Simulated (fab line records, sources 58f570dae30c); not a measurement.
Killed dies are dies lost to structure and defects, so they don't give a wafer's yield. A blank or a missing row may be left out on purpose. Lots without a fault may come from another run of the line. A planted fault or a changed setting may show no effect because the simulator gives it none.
Problem report in the 8D (eight disciplines) form, filled by code | flow berkeley_cmos170 | the parts of the form that need people (team, actions taken, sign-off) are left out

1. THE PROBLEM
tube_center_temp_C at UCB170_WELLDRIVE_ANNEAL_03 reads a mean of 1150 C on 6 wafers of 2 lots; wafers without a fault read 1100 C with a standard deviation of 0.11. That is +99 or more standard deviations from the usual mean.
The step: time 900 s.
First seen on wafer L268.3, day 7 05:32, on furnace-01. The record holds 18 wafers of 6 lots with a number at this step. Rule for "out", or "out of limits": more than 4 standard deviations from the usual mean. The other wafers with a number count as sound.

2. WHAT IT IS AND WHAT IT IS NOT
question                    | is                                                                                                | is not
which readings at this step | tube_center_temp_C, spike_tc_centre_C, spike_tc_load_C, spike_tc_source_C, tube_center_temp_C_max | -
which lots                  | L268, L269                                                                                        | L252, L263, L267, L272
which wafers of those lots  | all that have a number                                                                            | -
read on which tools         | furnace-01                                                                                        | furnace-02, furnace-04
when                        | from day 7 05:32                                                                                  | up to then (9 sound wafers); but 3 sound wafers of L272 came after

3. SUSPECTS, AND WHAT RULES EACH OUT
Counting: a tool at a process step up to the reading stays a suspect if it ran every lot that is out and no sound lot after the first of them.
- furnace-01 at UCB170_WELLDRIVE_ANNEAL_03 (time 900 s): kept. It ran every lot that is out, first L268 (day 7 05:32), and no sound lot after that; its last sound lot up to then is L263 (day 6 01:26). Its own readings are out on those wafers: spike_tc_centre_C, spike_tc_load_C, spike_tc_source_C, tube_center_temp_C, tube_center_temp_C_max.
Left after counting: furnace-01 at UCB170_WELLDRIVE_ANNEAL_03.

4. THE CAUSE (what the simulator had put in)
Process parameter drift: furnace-01, from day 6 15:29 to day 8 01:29, at UCB170_WELLDRIVE_ANNEAL_03. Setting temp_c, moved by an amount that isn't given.
Counting left only this tool.

5. THE CHAIN OF EFFECTS, in route order
Each row: a reading whose mean over the struck wafers that have a number lies more than 3 standard deviations from the usual. Only readings for which the record gives a usual standard deviation are gone through. hours: the time from each lot's start at the first step in this table that gives one to its start at this step, as a median over the lots. sigmas: the change in usual standard deviations.
hours | step                       | reading                | usual    | on struck wafers | change | sigmas
0     | UCB170_WELLDRIVE_ANNEAL_03 | spike_tc_centre_C      | 1103.1 C | 1153.4           | +50.3  | +39
0     | UCB170_WELLDRIVE_ANNEAL_03 | spike_tc_load_C        | 1127.5 C | 1177.3           | +49.8  | +25
0     | UCB170_WELLDRIVE_ANNEAL_03 | spike_tc_source_C      | 1123.8 C | 1171.6           | +47.8  | +21
0     | UCB170_WELLDRIVE_ANNEAL_03 | tube_center_temp_C     | 1100 C   | 1150             | +50    | +99 or more
0     | UCB170_WELLDRIVE_ANNEAL_03 | tube_center_temp_C_max | 1102.8   | 1152.5           | +49.7  | +99 or more
The process steps in it:
- UCB170_WELLDRIVE_ANNEAL_03: time 900 s.

6. WHAT WOULD HAVE CAUGHT IT SOONER
In this record the first reading out of limits was taken at day 7 05:32, 14 hours after the fault began at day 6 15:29.
